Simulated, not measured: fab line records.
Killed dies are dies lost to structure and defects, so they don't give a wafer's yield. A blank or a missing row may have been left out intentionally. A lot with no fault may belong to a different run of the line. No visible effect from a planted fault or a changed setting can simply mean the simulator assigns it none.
fab line records	flow rit-cmos
[record] lots = 6	wafers = 18	last-day = 7
route steps=202 shown NWELL@35 PWELL@39 WELLDRIVE@50 M1@202
lots that met no fault: from a run of the same line without faults
start-h: hours from the record's first day to the start of the lot's first wafer shown	wait-h: hours elapsed since this lot's preceding step	" identical to the entry in the row above	L1.1+2: a single row standing in for several wafers	- no value present, or no start provided	* or withheld: withheld	< > ~ a bound
route shown NAME@n: names a module that has steps shown in the file, with the first one's number in the route	usual: the fault-free wafers' mean and standard deviation	same: alike in all rows	chamber/n: place in a boat	sites: readings site by site	_std_site: standard deviation across them	_edge_site: mean of outer sites minus mean of inner sites	radius-mm: how far each site lies from the wafer's centre	mask NAME#n: copy n	behind: the last tool/chamber to shape the wafer	hold: the reason the lot was held/the length of the hold in hours/how it ended	device: whichever transistor did not switch (one of n, p or np)	end of line: tests run on the same wafers once the route is complete	for a step that has no rows: nothing shown but its recipe	killed: not the wafer's yield, but the dies lost to structure and defects at the first sort	map: shows each die of a wafer: x if killed, . if not, _ if none is there
set.NAME: the setting the step ran with; set.NAME@STEP: the setting that earlier step ran with	model.NAME: the simulator's own value behind a step, which no gauge read
lots at selected steps of the route; one table per step, one row per wafer
services: the hour from which a tool's chamber was out of use, counted from the record's first day as start-h (under 0 if before that day), plus the number of hours and why
[[steps]]
[step RIT_NWELL_HARDBAKE_07]
[recipe] resist = NOVOLAK	temp-c = 140	time-s = 120
[step RIT_NWELL_IMPLANT_08]
[recipe] species = P	energy-kev = 170	dose-cm2 = 5e+13	tilt-deg = 7
[step RIT_NWELL_STRIP_09]
[recipe] chemistry = O2	time-s = 180	resist = NOVOLAK	platen-temp-c = withheld	power-w = 500	pressure-mtorr = 4000	o2-flow-sccm = 4000
[usual] drypump-motor-current-A = 5.5/0.44	o2-flow-sccm = 4001/13
lot.wafer	tool	chamber	start-h	wait-h	drypump-motor-current-A	o2-flow-sccm	rf-hours-counter-h
L843.1	plasma-asher-04	0	56.51	0.1	5.5	3997	43
L843.4	"	0	"	"	5.5	3990	-
L843.5	"	0	"	"	5.5	3993	-
L847.2	plasma-asher-04	0	75.86	0.1	5.5	4010	45
L847.5	"	0	"	"	5.5	3998	-
L847.6	"	1	"	"	5.0	3996	-
L851.2	plasma-asher-04	1	97.39	0.1	4.9	3988	48
L851.5	"	1	"	"	5.0	3973	-
L851.6	"	0	"	"	5.4	4007	-
L855.1	plasma-asher-01	0	118.58	0.1	5.6	3998	0
L855.2	"	1	"	"	6.0	3991	0
L855.4	"	1	"	"	5.9	3999	-
L857.2	plasma-asher-04	0	129.14	0.1	5.5	4003	51
L857.3	"	1	"	"	5.0	4006	-
L857.5	"	0	"	"	5.4	4002	-
L858.3	plasma-asher-04	1	131.16	0.1	4.9	3999	-
L858.5	"	0	"	"	5.5	3986	-
L858.6	"	1	"	"	5.0	3991	-
[step RIT_NWELL_TW_MEAS_10]
[usual] NWELL_TW = 2149/24
lot.wafer	tool	chamber	start-h	wait-h	NWELL_TW
L843.1	film-metro-02	-	56.68	0.1	2117
L843.4	"	-	"	"	2112
L843.5	"	-	"	"	2116
L847.2	film-metro-01	-	76.05	0.1	2182
L847.5	"	-	"	"	2168
L847.6	"	-	"	"	2183
L851.2	film-metro-04	-	97.58	0.1	2134
L851.5	"	-	"	"	2149
L851.6	"	-	"	"	2135
L855.1	film-metro-02	-	118.76	0.1	2110
L855.2	"	-	"	"	2116
L855.4	"	-	"	"	2103
L857.2	film-metro-02	-	129.32	0.1	2119
L857.3	"	-	"	"	2112
L857.5	"	-	"	"	2113
L858.3	film-metro-02	-	131.29	0.1	2115
L858.5	"	-	"	"	2101
L858.6	"	-	"	"	2109
[step RIT_PWELL_HMDS_00]
[recipe] prime-time-s = 60	prime-temp-c = 140
[step RIT_PWELL_COAT_01]
[recipe] resist = NOVOLAK	spin-rpm = 2000	resist-thk-nm = 1300
[step RIT_PWELL_SOFTBAKE_02]
[recipe] resist = NOVOLAK	temp-c = 90	time-s = 60
[step RIT_PWELL_EXPOSE_03]
[recipe] mask-id = M3	na = 0.57	target-cd-nm = 43700	dose-mj = 250
[step RIT_PWELL_PEB_04]
[recipe] resist = NOVOLAK	temp-c = withheld	time-s = withheld
[step RIT_PWELL_DEVELOP_05]
[recipe] resist = NOVOLAK	develop-time-s = 68	dev-temp-c = 23
[step RIT_PWELL_OVL_MEAS_06]
[usual] PWELL_OVL = -0.6/1.3
lot.wafer	tool	chamber	start-h	wait-h	PWELL_OVL[nm]
L843.1	overlay-02	-	57.62	-	-0.5
L843.4	"	-	"	"	0.3
L843.5	"	-	"	"	-0.4
L847.2	overlay-02	-	76.98	-	-1.1
L847.5	"	-	"	"	-2.2
L847.6	"	-	"	"	-1.9
L851.2	overlay-02	-	98.64	-	-2.3
L851.5	"	-	"	"	-1.5
L851.6	"	-	"	"	-0.8
L855.1	overlay-02	-	119.82	-	0.0
L855.2	"	-	"	"	-0.5
L855.4	"	-	"	"	1.4
L857.2	overlay-01	-	130.38	-	-0.7
L857.3	"	-	"	"	-1.4
L857.5	"	-	"	"	-1.1
L858.3	overlay-02	-	132.36	-	0.3
L858.5	"	-	"	"	-0.1
L858.6	"	-	"	"	0.0
[step RIT_PWELL_HARDBAKE_07]
[recipe] resist = NOVOLAK	temp-c = 140	time-s = 120
[step RIT_PWELL_IMPLANT_08]
[recipe] species = B	energy-kev = 170	dose-cm2 = 7e+13	tilt-deg = 7
[usual] dose-ions-cm2 = 7e+13/6.8e+10
lot.wafer	tool	chamber	start-h	wait-h	dose-ions-cm2
L843.1	implanter-02	0	57.91	0.2	7.01e+13
L843.4	"	0	"	"	7.002e+13
L843.5	"	0	"	"	7.018e+13
L847.2	implanter-02	0	77.29	0.2	7e+13
L847.5	"	0	"	"	7.009e+13
L847.6	"	0	"	"	6.996e+13
L851.2	implanter-01	0	98.94	0.2	6.995e+13
L851.5	"	0	"	"	6.998e+13
L851.6	"	0	"	"	6.994e+13
L855.1	implanter-01	0	120.11	0.2	6.851e+13
L855.2	"	0	"	"	6.858e+13
L855.4	"	0	"	"	6.842e+13
L857.2	implanter-01	0	130.94	0.2	6.845e+13
L857.3	"	0	"	"	6.846e+13
L857.5	"	0	"	"	6.848e+13
L858.3	implanter-04	0	132.69	0.2	7.003e+13
L858.5	"	0	"	"	7.007e+13
L858.6	"	0	"	"	7.001e+13
[step RIT_PWELL_STRIP_09]
[recipe] chemistry = O2	time-s = 180	resist = NOVOLAK	platen-temp-c = withheld	power-w = 518.6	pressure-mtorr = 4000	o2-flow-sccm = 4000
[usual] drypump-motor-current-A = 5.6/0.43	o2-flow-sccm = 4000/13
lot.wafer	tool	chamber	start-h	wait-h	drypump-motor-current-A	o2-flow-sccm	rf-hours-counter-h
L843.1	plasma-asher-04	1	58.06	0.1	4.9	3990	44
L843.4	"	0	"	"	5.5	4009	-
L843.5	"	0	"	"	5.5	4021	-
L847.2	plasma-asher-04	1	77.41	0.1	4.9	4022	45
L847.5	"	0	"	"	5.5	4012	-
L847.6	"	1	"	"	4.9	4011	-
L851.2	plasma-asher-03	1	99.07	0.1	5.2	3998	29
L851.5	"	0	"	"	6.3	4000	-
L851.6	"	1	"	"	5.2	3988	-
L855.1	plasma-asher-04	1	120.26	0.1	4.9	4001	50
L855.2	"	0	"	"	5.5	4034	50
L855.4	"	1	"	"	4.9	3992	-
L857.2	plasma-asher-03	1	131.06	0.1	5.2	4002	33
L857.3	"	1	"	"	5.2	3999	-
L857.5	"	0	"	"	6.4	3992	-
L858.3	plasma-asher-03	0	132.84	0.1	6.3	3978	-
L858.5	"	1	"	"	5.2	4002	-
L858.6	"	0	"	"	6.3	3992	-
[step RIT_PWELL_TW_MEAS_10]
[usual] PWELL_TW = 956/8.1
lot.wafer	tool	chamber	start-h	wait-h	PWELL_TW
L843.1	film-metro-01	-	58.24	0.1	966
L843.4	"	-	"	"	963
L843.5	"	-	"	"	962
L847.2	film-metro-04	-	77.60	0.1	960
L847.5	"	-	"	"	957
L847.6	"	-	"	"	959
L851.2	film-metro-01	-	99.25	0.1	964
L851.5	"	-	"	"	964
L851.6	"	-	"	"	965
L855.1	film-metro-04	-	120.44	0.1	952
L855.2	"	-	"	"	948
L855.4	"	-	"	"	949
L857.2	film-metro-01	-	131.25	0.1	959
L857.3	"	-	"	"	959
L857.5	"	-	"	"	952
L858.3	film-metro-01	-	132.98	0.1	957
L858.5	"	-	"	"	961
L858.6	"	-	"	"	957
[step RIT_WELLDRIVE_ANNEAL_00]
[recipe] temp-c = 1100	time-s = 14700	ambient = N2
[step RIT_WELLDRIVE_RS_MEAS_01]
[recipe] thk-meas-gauge = four-point-probe
[usual] NWELL_RS = 275.2/0.77
lot.wafer	tool	chamber	start-h	wait-h	NWELL_RS[ohm/sq]
L843.1	film-metro-04	-	63.48	0.0	275.7
L843.4	"	-	"	"	275.7
L843.5	"	-	"	"	275.3
L847.2	film-metro-02	-	82.75	0.0	274.8
L847.5	"	-	"	"	274.7
L847.6	"	-	"	"	274.3
L851.2	film-metro-01	-	104.40	0.0	277.1
L851.5	"	-	"	"	276.3
L851.6	"	-	"	"	276.4
L855.1	film-metro-04	-	125.58	0.0	275.3
L855.2	"	-	"	"	275.1
L855.4	"	-	"	"	274.7
L857.2	film-metro-02	-	136.40	0.0	275.2
L857.3	"	-	"	"	275.2
L857.5	"	-	"	"	275.3
L858.3	film-metro-01	-	138.14	0.0	275.2
L858.5	"	-	"	"	275.1
L858.6	"	-	"	"	275.4
[step RIT_WELLDRIVE_RS_MEAS_02]
[recipe] thk-meas-gauge = four-point-probe
[usual] PWELL_RS = 429.1/1.1
lot.wafer	tool	chamber	start-h	wait-h	hold	PWELL_RS[ohm/sq]
L843.1	film-metro-04	-	63.60	0.1	-	428.2
L843.4	"	-	"	"	-	428.3
L843.5	"	-	"	"	-	428.1
L847.2	film-metro-02	-	82.87	0.1	-	428.6
L847.5	"	-	"	"	-	429.2
L847.6	"	-	"	"	-	428.1
L851.2	film-metro-01	-	104.52	0.1	-	428.9
L851.5	"	-	"	"	-	430.4
L851.6	"	-	"	"	-	430.2
L855.1	film-metro-04	-	125.70	0.1	await-dispo/0.2h/release	435.7
L855.2	"	-	"	"	await-dispo/0.2h/release	435.6
L855.4	"	-	"	"	await-dispo/0.2h/release	435.5
L855.1	film-metro-04	-	125.99	0.3	-	435.9
L855.2	"	-	"	"	-	436.5
L855.4	"	-	"	"	-	435.7
L857.2	film-metro-02	-	136.52	0.1	await-dispo/0.2h/release	436.5
L857.3	"	-	"	"	await-dispo/0.2h/release	435.6
L857.5	"	-	"	"	await-dispo/0.2h/release	436.4
L857.2	film-metro-02	-	136.81	0.3	-	436.0
L857.3	"	-	"	"	-	436.5
L857.5	"	-	"	"	-	435.9
L858.3	film-metro-01	-	138.26	0.1	-	430.0
L858.5	"	-	"	"	-	428.6
L858.6	"	-	"	"	-	430.3
[step RIT_M1_PROBE_99]
[usual] killed-at-contacts = 0.1/0.25	killed-at-front-end = 7.1/2.9	killed-dies = 7.2/2.9	killed-on-rim = 2.0/1.3	killed-open = 3.6/1.9	killed-short = 3.5/1.9
[same] gross-dies = 264	killed_at_M0_to_M3 = 0	killed_at_M4_up = 0	killed-at-back-side = 0	killed-at-other = 0
lot.wafer	tool	chamber	start-h	wait-h	killed-at-contacts	killed-at-front-end	killed-dies	killed-on-rim	killed-open	killed-short
L843.1	prober-01	-	91.53	0.1	0	9	9	2	6	3
L843.4	prober-01	-	91.68	0.2	0	9	9	2	5	4
L843.5	prober-01	-	91.73	0.2	0	10	10	3	1	9
L847.2	prober-02	-	116.37	0.1	0	6	6	2	2	4
L847.5	prober-02	-	116.52	0.2	0	7	7	3	3	4
L847.6	prober-02	-	116.57	0.2	0	10	10	1	8	2
L851.2	prober-02	-	138.05	0.1	0	7	7	3	3	4
L851.5	prober-02	-	138.20	0.2	0	3	3	1	1	2
L851.6	prober-02	-	138.25	0.2	1	10	11	3	4	7
L855.1	prober-02	-	164.44	0.1	0	4	4	2	2	2
L855.2	prober-02	-	164.49	0.1	1	11	12	2	7	5
L855.4	prober-02	-	164.59	0.2	0	5	5	1	2	3
L858.3	prober-02	-	168.08	0.2	0	7	7	2	3	4
L858.5	prober-02	-	168.18	0.2	0	4	4	2	3	1
L858.6	prober-02	-	168.23	0.2	0	6	6	0	1	5
L857.2	prober-02	-	170.33	0.1	0	13	13	5	10	3
L857.3	prober-02	-	170.38	0.2	0	4	4	0	3	1
L857.5	prober-02	-	170.48	0.2	0	8	8	0	3	5
// killed by level:class
L843.1 FOX1:geometric-particle:open=2 REOX:geometric-particle:open=2 GATE:geometric-particle:short=1 REOX:geometric-particle:short=1 SPACER:geometric-particle:open=1 SILICIDE:geometric-particle:short=1 SILICIDE:geometric-particle:open=1
L843.4 REOX:geometric-particle:open=2 REOX:geometric-particle:short=2 FOX2:geometric-particle:short=1 GATE:geometric-particle:open=1 SPACER:geometric-particle:open=1 SILICIDE:geometric-particle:short=1 SILICIDE:geometric-particle:open=1
L843.5 GATE:geometric-particle:short=4 FOX1:geometric-particle:short=2 REOX:geometric-particle:short=2 GATE:geometric-particle:open=1 SPACER:geometric-particle:short=1
L847.2 GATE:geometric-particle:short=3 GATE:geometric-particle:open=1 REOX:geometric-particle:open=1 SILICIDE:geometric-particle:short=1
L847.5 SILICIDE:geometric-particle:open=2 FOX1:geometric-particle:short=1 GATE:geometric-particle:open=1 GATE:geometric-particle:short=1 REOX:geometric-particle:short=1 SILICIDE:geometric-particle:short=1
L847.6 GATE:geometric-particle:open=3 REOX:geometric-particle:open=3 GATE:geometric-particle:short=2 FOX1:geometric-particle:open=1 SILICIDE:geometric-particle:open=1
L851.2 GATE:geometric-particle:short=3 GATE:geometric-particle:open=2 FOX2:geometric-particle:open=1 REOX:geometric-particle:short=1
L851.5 GATE:geometric-particle:open=1 REOX:geometric-particle:short=1 SPACER:geometric-particle:short=1
L851.6 GATE:geometric-particle:open=2 REOX:geometric-particle:short=2 REOX:geometric-particle:open=2 SPACER:geometric-particle:short=2 GATE:geometric-particle:short=1 SILICIDE:geometric-particle:short=1 CONTACT:geometric-particle:short=1
L855.1 GATE:geometric-particle:open=2 REOX:geometric-particle:short=1 SPACER:geometric-particle:short=1
L855.2 FOX1:geometric-particle:open=2 GATE:geometric-particle:short=2 GATE:geometric-particle:open=2 FOX2:geometric-particle:open=1 REOX:geometric-particle:open=1 REOX:geometric-particle:short=1 SPACER:geometric-particle:open=1 SPACER:geometric-particle:short=1
L855.4 FOX1:geometric-particle:open=1 FOX1:geometric-particle:short=1 GATE:geometric-particle:open=1 SPACER:geometric-particle:short=1 SILICIDE:geometric-particle:short=1
L858.3 GATE:geometric-particle:open=3 GATE:geometric-particle:short=2 FOX2:geometric-particle:short=1 SPACER:geometric-particle:short=1
L858.5 GATE:geometric-particle:open=3 FOX1:geometric-particle:short=1
L858.6 GATE:geometric-particle:short=4 FOX2:geometric-particle:short=1 GATE:geometric-particle:open=1
L857.2 GATE:geometric-particle:open=4 SILICIDE:geometric-particle:open=3 FOX1:geometric-particle:open=2 GATE:geometric-particle:short=2 FOX2:geometric-particle:open=1 SILICIDE:geometric-particle:short=1
L857.3 GATE:geometric-particle:open=2 FOX2:geometric-particle:short=1 SILICIDE:geometric-particle:open=1
L857.5 FOX1:geometric-particle:short=2 GATE:geometric-particle:short=2 GATE:geometric-particle:open=2 FOX2:geometric-particle:open=1 SILICIDE:geometric-particle:short=1
[[services]]
tool	chamber	start-h	hours	kind
plasma-asher-01	-	34.24	5.5	repair
implanter-01	-	37.76	1.9	repair
plasma-asher-04	-	52.02	1.9	repair
implanter-02	-	98.49	0.9	repair
plasma-asher-01	-	108.75	9.0	pm
plasma-asher-01	0	108.75	9.0	vent-cycle
plasma-asher-01	1	108.75	9.0	vent-cycle
implanter-02	-	109.12	0.7	repair
plasma-asher-01	0	117.75	-	clean
plasma-asher-01	1	117.75	-	clean
implanter-01	-	132.63	5.5	pm
[[key]]
[first-sign] step = RIT_PWELL_IMPLANT_08	reading = dose-ions-cm2	direction = down	sigmas = 22	usual = 7e+13	struck = 6.848e+13
[effect] step = RIT_WELLDRIVE_RS_MEAS_02	reading = visit	direction = added
[effect] step = RIT_WELLDRIVE_RS_MEAS_02	reading = PWELL_RS	direction = up	sigmas = 6.3	usual = 429.1	struck = 435.9
met-at RIT_PWELL_IMPLANT_08
struck-wafers L855.1,L855.2,L855.4,L857.2,L857.3,L857.5
tester-left-out L855,L857
onset-between 98.94 120.11
[fault] kind = process-parameter-drift	tool = implanter-01	chamber = -	onset-h = 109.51	steps = RIT_PWELL_IMPLANT_08	channel = dose-cm2	offset = -1.5491e+12	shape = step	end-h = 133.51	acts-in = these-recipes-only	stated = 7e+13
// tester-left-out: of these lots the tester's yield and bins aren't shown, on N5 and GAA mostly nor the transistor test; their killed dies are dies lost to structure and defects alone, not to doping, threshold or leakage, so they don't give the yield
